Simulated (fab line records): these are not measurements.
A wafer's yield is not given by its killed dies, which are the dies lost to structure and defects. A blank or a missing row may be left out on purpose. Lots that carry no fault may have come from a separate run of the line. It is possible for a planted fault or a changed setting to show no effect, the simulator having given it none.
What tool caused it? + flow rit-cmos + Sampling: 13 lots, 39 wafers, 3 of 202 route steps

## WHAT THE GAUGES SHOWED, per wafer
RIT_SILICIDE_RS_MEAS_02: measurement is done with a four-point probe. Usual: SILICIDE_TI_RS 50.7 ohm/sq, standard deviation 0.57.
| lot  | measured    | on            | SILICIDE_TI_RS (ohm/sq) | flag |
|------|-------------|---------------|-------------------------|------|
| L773 | day 3 03:28 | film-metro-04 | 50.2 50.8 50.0          |      |
| L774 | day 3 06:28 | film-metro-04 | 51.2 51.5 50.8          |      |
| L775 | day 3 13:37 | film-metro-03 | 50.3 50.2 50.9          |      |
| L776 | day 3 17:45 | film-metro-01 | 51.4 50.8 51.2          |      |
| L777 | day 4 00:11 | film-metro-04 | 50.7 51.1 50.8          |      |
| L778 | day 4 03:38 | film-metro-01 | 51.5 51.5 51.7          |      |
| L779 | day 4 07:17 | film-metro-01 | 50.0 49.8 50.0          |      |
| L780 | day 4 13:39 | film-metro-01 | 50.9 50.6 50.7          |      |
| L781 | day 4 17:41 | film-metro-04 | 51.7 51.7 51.7          |      |
| L785 | day 5 13:54 | film-metro-04 | 30.9 31.1 30.9          | OFF  |
| L788 | day 6 04:41 | film-metro-03 | 31.3 31.1 31.1          | OFF  |
| L793 | day 7 08:29 | film-metro-03 | 51.1 50.8 50.9          |      |
| L795 | day 7 18:07 | film-metro-01 | 50.3 49.9 50.3          |      |

RIT_SILICIDE_THK_MEAS_03: measures by xrf. Usual: SILICIDE_TI_THK 28.26 nm, standard deviation 0.26.
| lot  | measured    | on            | SILICIDE_TI_THK (nm) | flag |
|------|-------------|---------------|----------------------|------|
| L773 | day 3 03:35 | film-metro-04 | 28.64 28.29 28.62    |      |
| L774 | day 3 06:35 | film-metro-04 | 27.98 27.99 28.18    |      |
| L775 | day 3 13:44 | film-metro-03 | 28.29 28.50 28.08    |      |
| L776 | day 3 17:52 | film-metro-01 | 28.08 28.24 28.16    |      |
| L777 | day 4 00:18 | film-metro-04 | 28.51 28.19 28.46    |      |
| L778 | day 4 03:46 | film-metro-01 | 28.05 27.83 27.72    |      |
| L779 | day 4 07:24 | film-metro-01 | 28.66 28.62 28.60    |      |
| L780 | day 4 13:46 | film-metro-01 | 28.03 28.35 28.28    |      |
| L781 | day 4 17:48 | film-metro-04 | 27.86 27.97 27.99    |      |
| L785 | day 5 14:01 | film-metro-04 | 42.09 41.89 42.13    | OFF  |
| L788 | day 6 04:49 | film-metro-03 | 41.56 41.68 41.71    | OFF  |
| L793 | day 7 08:36 | film-metro-03 | 28.14 28.50 28.38    |      |
| L795 | day 7 18:14 | film-metro-01 | 28.58 28.76 28.56    |      |

## TOOL THAT RAN EACH LOT (tool first, then ch and the chambers of the sampled wafers, then the start)
| lot  | RIT_SILICIDE_SPUTTER_01     |
|------|-----------------------------|
| L773 | pvd-sputter-04, day 3 03:19 |
| L774 | pvd-sputter-03, day 3 06:18 |
| L775 | pvd-sputter-01, day 3 13:28 |
| L776 | pvd-sputter-04, day 3 17:36 |
| L777 | pvd-sputter-01, day 4 00:02 |
| L778 | pvd-sputter-04, day 4 03:29 |
| L779 | pvd-sputter-01, day 4 07:08 |
| L780 | pvd-sputter-04, day 4 13:30 |
| L781 | pvd-sputter-01, day 4 17:32 |
| L785 | pvd-sputter-01, day 5 13:45 |
| L788 | pvd-sputter-01, day 6 04:32 |
| L793 | pvd-sputter-03, day 7 08:20 |
| L795 | pvd-sputter-03, day 7 17:58 |
- RIT_SILICIDE_SPUTTER_01: material Ti, target thk 30 nm, time 229.5 s.

## AS READ BY THE TOOLS THEMSELVES (means over the sampled wafers that have a number; for cases with no such wafer, the mark the record gives instead)
RIT_SILICIDE_SPUTTER_01. Usual: cathode-dc-power-W 350.01 W, standard deviation 0.062; throttle-valve-pct 30.2 %, standard deviation 0.83.
| lot  | tool           | cathode-dc-power-W (W) | throttle-valve-pct (%) | flag |
|------|----------------|------------------------|------------------------|------|
| L773 | pvd-sputter-04 | 349.96                 | 29.4                   |      |
| L774 | pvd-sputter-03 | 349.97                 | 31.1                   |      |
| L775 | pvd-sputter-01 | 350.01                 | 30.0                   |      |
| L776 | pvd-sputter-04 | 350.03                 | 29.4                   |      |
| L777 | pvd-sputter-01 | 350.00                 | 30.8                   |      |
| L778 | pvd-sputter-04 | 350.01                 | 29.4                   |      |
| L779 | pvd-sputter-01 | 350.04                 | 30.1                   |      |
| L780 | pvd-sputter-04 | 350.03                 | 29.3                   |      |
| L781 | pvd-sputter-01 | 349.98                 | 29.8                   |      |
| L785 | pvd-sputter-01 | 519.33                 | 30.5                   | OFF  |
| L788 | pvd-sputter-01 | 519.37                 | 30.6                   | OFF  |
| L793 | pvd-sputter-03 | 350.00                 | 31.2                   |      |
| L795 | pvd-sputter-03 | 350.04                 | 31.0                   |      |

## THE ANSWER, worked out from the rows above alone
Rule: a lot is off if the mean of its wafers that have a number lies more than 3 standard deviations from the usual mean. Also off: a lot with no number at a reading for which 4 or more lots have one. All remaining lots with rows at the step are treated as sound. The gauges are gone through in route order, then the tools' own readings, and for those a lot's mean is taken as printed above. At the first step where some lot is off, the reading lying furthest off is the one used; lots without a number count as furthest.
Off: L785, L788, at RIT_SILICIDE_RS_MEAS_02 (SILICIDE_TI_RS).
If a tool, at a process step before that reading, ran all the lots that are off and no sound lot after the first of them, it fits. The gauges at RIT_SILICIDE_RS_MEAS_02 aren't tried: what is off there is off at RIT_SILICIDE_SPUTTER_01 too, on other tools, and a gauge's error can't cause that. One fits: pvd-sputter-01 at RIT_SILICIDE_SPUTTER_01. Its last sound lot is L781 (day 4 17:32), its first lot that is off L785 (day 5 13:45): a fault that began between those two fits.
The tool's own readings at RIT_SILICIDE_SPUTTER_01 bear it out: on the lots that are off they differ by more than 5 times the standard deviation of the sound lots' means. cathode-dc-power-W reads 519.35 W there against 350.01 W on the sound lots.

## WHAT THE SIMULATOR HAD PUT IN
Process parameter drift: pvd-sputter-01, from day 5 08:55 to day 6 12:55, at RIT_SILICIDE_SPUTTER_01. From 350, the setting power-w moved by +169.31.
Lots struck among those shown: L785, L788. The rule given above showed the same thing.
